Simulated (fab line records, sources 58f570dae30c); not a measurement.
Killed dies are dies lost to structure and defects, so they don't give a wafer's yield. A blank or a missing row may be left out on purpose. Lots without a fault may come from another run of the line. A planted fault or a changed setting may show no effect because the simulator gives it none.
Which tool did it? | flow berkeley_cmos170 | 13 lots, 39 wafers sampled, at 6 steps of a route of 331

WHAT THE GAUGES READ, wafer by wafer
UCB170_NLDD_OVL_MEAS_07. Usual: NLDD_OVL 5 nm, standard deviation 4.9.
lot  | measured     | on         | NLDD_OVL (nm) | flag
L546 | day 6 01:16  | overlay-02 | 7 6 -3        |
L545 | day 6 05:17  | overlay-01 | 2 2 6         |
L547 | day 6 21:31  | overlay-02 | 9 7 8         |
L549 | day 7 08:15  | overlay-01 | 4 -1 2        |
L550 | day 7 08:29  | overlay-01 | 5 4 9         |
L548 | day 7 08:59  | overlay-01 | 6 9 4         |
L551 | day 7 09:29  | overlay-02 | 9 5 -4        |
L553 | day 7 22:35  | overlay-02 | 7 -3 5        |
L552 | day 7 22:47  | overlay-01 | 2 7 9         |
L554 | day 8 15:05  | overlay-01 | 9 1 8         |
L563 | day 10 03:28 | overlay-01 | 4 13 4        |
L565 | day 10 03:44 | overlay-02 | 3 3 0         |
L568 | day 10 14:11 | overlay-02 | 7 10 6        |

UCB170_SILICIDE_RS_MEAS_02: measures by four-point-probe. Usual: SILICIDE_TI_RS 26.0 ohm/sq, standard deviation 0.31.
lot  | measured     | on            | SILICIDE_TI_RS (ohm/sq) | flag
L546 | day 6 10:46  | film_metro-02 | 25.9 26.1 25.9          |
L545 | day 6 15:22  | film_metro-01 | 26.7 26.5 26.7          |
L547 | day 7 10:06  | film_metro-01 | 25.9 25.7 25.5          |
L549 | day 7 22:08  | film_metro-01 | 26.0 26.2 26.2          |
L550 | day 7 23:00  | film_metro-01 | 26.3 26.6 26.3          |
L548 | day 7 23:02  | film_metro-02 | 25.7 25.7 25.8          |
L551 | day 7 22:33  | film_metro-02 | 26.1 25.6 25.7          |
L553 | day 8 07:46  | film_metro-02 | 26.7 26.3 26.4          |
L552 | day 8 08:39  | film_metro-03 | 28.9 29.1 28.5          | OFF
L554 | day 9 03:28  | film_metro-02 | 28.4 28.4 28.0          | OFF
L563 | day 10 17:08 | film_metro-02 | 26.5 26.2 26.2          |
L565 | day 10 17:17 | film_metro-01 | 26.3 25.8 25.8          |
L568 | day 11 00:46 | film_metro-02 | 25.8 25.7 25.8          |

UCB170_SILICIDE_THK_MEAS_03: measures by xrf. Usual: SILICIDE_TI_THK 29.7 nm, standard deviation 0.36.
lot  | measured     | on            | SILICIDE_TI_THK (nm) | flag
L546 | day 6 10:52  | film_metro-02 | 29.8 29.5 29.7       |
L545 | day 6 15:29  | film_metro-01 | 28.8 29.1 28.9       |
L547 | day 7 10:13  | film_metro-01 | 29.9 29.8 30.1       |
L549 | day 7 22:16  | film_metro-01 | 29.5 29.2 29.2       |
L550 | day 7 23:07  | film_metro-01 | 29.1 28.9 29.2       |
L548 | day 7 23:08  | film_metro-02 | 30.1 30.2 30.1       |
L551 | day 7 22:40  | film_metro-02 | 29.9 30.2 29.8       |
L553 | day 8 07:53  | film_metro-02 | 29.1 29.5 29.3       |
L552 | day 8 08:46  | film_metro-03 | 28.5 28.2 28.7       | OFF
L554 | day 9 03:34  | film_metro-02 | 28.5 28.5 28.9       |
L563 | day 10 17:15 | film_metro-02 | 29.3 29.6 29.5       |
L565 | day 10 17:23 | film_metro-01 | 29.3 29.7 29.7       |
L568 | day 11 00:52 | film_metro-02 | 30.1 30.1 30.0       |

WHICH TOOL RAN EACH LOT (tool, then ch and the chambers of the sampled wafers, then the start)
lot  | UCB170_BACKSIDE_STRIP_03             | UCB170_SDANNEAL_RTA_00           | UCB170_SILICIDE_SPUTTER_01
L546 | plasma_asher-01 ch 0,1, day 6 09:47  | rtp_anneal-01 ch 0, day 6 10:03  | pvd_sputter-03, day 6 10:42
L545 | plasma_asher-02 ch 0,1, day 6 14:22  | rtp_anneal-01 ch 0, day 6 14:40  | pvd_sputter-03, day 6 15:20
L547 | plasma_asher-04 ch 0,1, day 7 09:05  | rtp_anneal-01 ch 0, day 7 09:23  | pvd_sputter-03, day 7 10:03
L549 | plasma_asher-04 ch 0,1, day 7 20:58  | rtp_anneal-02 ch 0, day 7 21:26  | pvd_sputter-03, day 7 22:06
L550 | plasma_asher-02 ch 0,1, day 7 21:46  | rtp_anneal-01 ch 0, day 7 22:18  | pvd_sputter-03, day 7 22:58
L548 | plasma_asher-01 ch 0,1, day 7 21:48  | rtp_anneal-02 ch 0, day 7 22:19  | pvd_sputter-04, day 7 22:58
L551 | plasma_asher-01 ch 0,1, day 7 21:25  | rtp_anneal-01 ch 0, day 7 21:51  | pvd_sputter-01, day 7 22:31
L553 | plasma_asher-04 ch 0,1, day 8 06:39  | rtp_anneal-01 ch 0, day 8 07:03  | pvd_sputter-01, day 8 07:43
L552 | plasma_asher-02 ch 0,1, day 8 07:40  | rtp_anneal-01 ch 0, day 8 07:56  | pvd_sputter-01, day 8 08:37
L554 | plasma_asher-02 ch 0, day 9 02:28    | rtp_anneal-02 ch 0, day 9 02:45  | pvd_sputter-01, day 9 03:25
L563 | plasma_asher-02 ch 0,1, day 10 16:07 | rtp_anneal-02 ch 0, day 10 16:26 | pvd_sputter-04, day 10 17:06
L565 | plasma_asher-04 ch 0,1, day 10 16:08 | rtp_anneal-02 ch 0, day 10 16:34 | pvd_sputter-03, day 10 17:14
L568 | plasma_asher-04 ch 0,1, day 10 23:25 | rtp_anneal-02 ch 0, day 11 00:03 | pvd_sputter-04, day 11 00:42
- UCB170_BACKSIDE_STRIP_03: strips in O2.
- UCB170_SDANNEAL_RTA_00: time 10 s.
- UCB170_SILICIDE_SPUTTER_01: material Ti, target thk 30 nm, time 25 s.

WHAT THE TOOLS THEMSELVES READ (means of the sampled wafers that have a number; where no wafer has one, the mark that the record gives instead)
UCB170_BACKSIDE_STRIP_03. Usual: drypump_motor_current_A 5.7 A, standard deviation 0.31; o2_flow_sccm 399.9 sccm, standard deviation 1.2; oes_product_au 0.735 a.u., standard deviation 0.0048; strip_time_to_endpoint_s 21.98 s, standard deviation 0.058.
lot  | tool            | drypump_motor_current_A (A) | o2_flow_sccm (sccm) | oes_product_au (a.u.) | strip_time_to_endpoint_s (s) | flag
L546 | plasma_asher-01 | 5.8                         | 398.6               | 0.734                 | 22.03                        |
L545 | plasma_asher-02 | 5.2                         | 399.6               | 0.733                 | 22.01                        |
L547 | plasma_asher-04 | 5.9                         | 399.5               | 0.734                 | 22.06                        |
L549 | plasma_asher-04 | 5.9                         | 399.1               | 0.731                 | 21.93                        |
L550 | plasma_asher-02 | 5.3                         | 399.5               | 0.735                 | 22.09                        |
L548 | plasma_asher-01 | 5.8                         | 400.4               | 0.737                 | 21.96                        |
L551 | plasma_asher-01 | 5.8                         | 400.6               | 0.735                 | 21.95                        |
L553 | plasma_asher-04 | 6.0                         | 400.2               | 0.737                 | 22.10                        |
L552 | plasma_asher-02 | 5.3                         | 400.3               | 0.736                 | 21.99                        |
L554 | plasma_asher-02 | 5.3                         | 399.5               | 0.742                 | 21.95                        |
L563 | plasma_asher-02 | 5.3                         | 399.9               | 0.738                 | 21.99                        |
L565 | plasma_asher-04 | 6.0                         | 399.8               | 0.735                 | 22.02                        |
L568 | plasma_asher-04 | 5.9                         | 400.9               | 0.731                 | 21.90                        |

UCB170_SDANNEAL_RTA_00. Usual: anneal_temp_c_max 904.4, standard deviation 1.5; lamp_power_pct 23.8 %, standard deviation 1.1; wafer_temp_C_max 903.5, standard deviation 0.9.
lot  | tool          | anneal_temp_c_max | lamp_power_pct (%) | wafer_temp_C_max | flag
L546 | rtp_anneal-01 | 905.7             | 22.8               | 902.7            |
L545 | rtp_anneal-01 | 906.8             | 22.7               | 902.8            |
L547 | rtp_anneal-01 | 906.2             | 22.7               | 902.4            |
L549 | rtp_anneal-02 | 903.1             | 25.0               | 903.3            |
L550 | rtp_anneal-01 | 906.4             | 22.7               | 903.2            |
L548 | rtp_anneal-02 | 902.4             | 25.0               | 904.1            |
L551 | rtp_anneal-01 | 906.5             | 22.7               | 902.6            |
L553 | rtp_anneal-01 | 906.0             | 22.7               | 903.0            |
L552 | rtp_anneal-01 | 905.3             | 22.7               | 903.4            |
L554 | rtp_anneal-02 | 902.7             | 25.0               | 903.7            |
L563 | rtp_anneal-02 | 902.7             | 25.0               | 903.6            |
L565 | rtp_anneal-02 | 903.5             | 25.0               | 904.5            |
L568 | rtp_anneal-02 | 903.3             | 25.1               | 904.6            |

UCB170_SILICIDE_SPUTTER_01. Usual: chamber_pressure_pa 0.5000 Pa, standard deviation 0.00087; throttle_valve_pct 29.9 %, standard deviation 0.96.
lot  | tool           | chamber_pressure_pa (Pa) | throttle_valve_pct (%) | flag
L546 | pvd_sputter-03 | 0.4997                   | 29.4                   |
L545 | pvd_sputter-03 | 0.5009                   | 29.7                   |
L547 | pvd_sputter-03 | 0.5004                   | 29.1                   |
L549 | pvd_sputter-03 | 0.5007                   | 30.6                   |
L550 | pvd_sputter-03 | 0.4996                   | 30.5                   |
L548 | pvd_sputter-04 | 0.4996                   | 30.9                   |
L551 | pvd_sputter-01 | 0.5001                   | 29.8                   |
L553 | pvd_sputter-01 | 0.5003                   | 30.2                   |
L552 | pvd_sputter-01 | 0.6223                   | 27.0                   | OFF
L554 | pvd_sputter-01 | 0.6217                   | 26.4                   | OFF
L563 | pvd_sputter-04 | 0.4997                   | 30.1                   |
L565 | pvd_sputter-03 | 0.4998                   | 29.6                   |
L568 | pvd_sputter-04 | 0.5000                   | 30.2                   |

THE ANSWER, worked out from the rows above alone
Rule: a lot is off if the mean of its wafers that have a number lies more than 3 standard deviations from the usual mean. A lot without any number at a reading at which 4 lots or more have one is off too. The other lots that the step has rows for count as sound. The gauges are gone through in route order, then the tools' own readings, and for those a lot's mean is taken as printed above. The first step at which some lot is off is used, and at that step the reading that is off furthest; a lot without a number counts as furthest.
Off: L552, L554, at UCB170_SILICIDE_RS_MEAS_02 (SILICIDE_TI_RS).
A tool fits if, at a process step before that reading, it ran every lot that is off, and no sound lot after the first of them. The gauges at UCB170_SILICIDE_RS_MEAS_02 aren't tried: what is off there is off at UCB170_SILICIDE_SPUTTER_01 too, on other tools, and a gauge's error can't cause that. One fits: pvd_sputter-01 at UCB170_SILICIDE_SPUTTER_01. Its last sound lot is L553 (day 8 07:43), its first lot that is off L552 (day 8 08:37): a fault that began between those two fits.
The tool's own readings at UCB170_SILICIDE_SPUTTER_01 bear it out: on the lots that are off they differ by more than 5 times the standard deviation of the sound lots' means. chamber_pressure_pa reads 0.6220 Pa there against 0.5001 Pa on the sound lots; throttle_valve_pct reads 26.7 % there against 30.0 % on the sound lots.

WHAT THE SIMULATOR HAD PUT IN
Process parameter drift: pvd_sputter-01, from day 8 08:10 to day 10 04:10, at UCB170_SILICIDE_SPUTTER_01. Setting chamber_pressure_pa, moved by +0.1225, from 0.5. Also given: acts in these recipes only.
Lots struck among those shown: L552, L554. The rule above found the same.
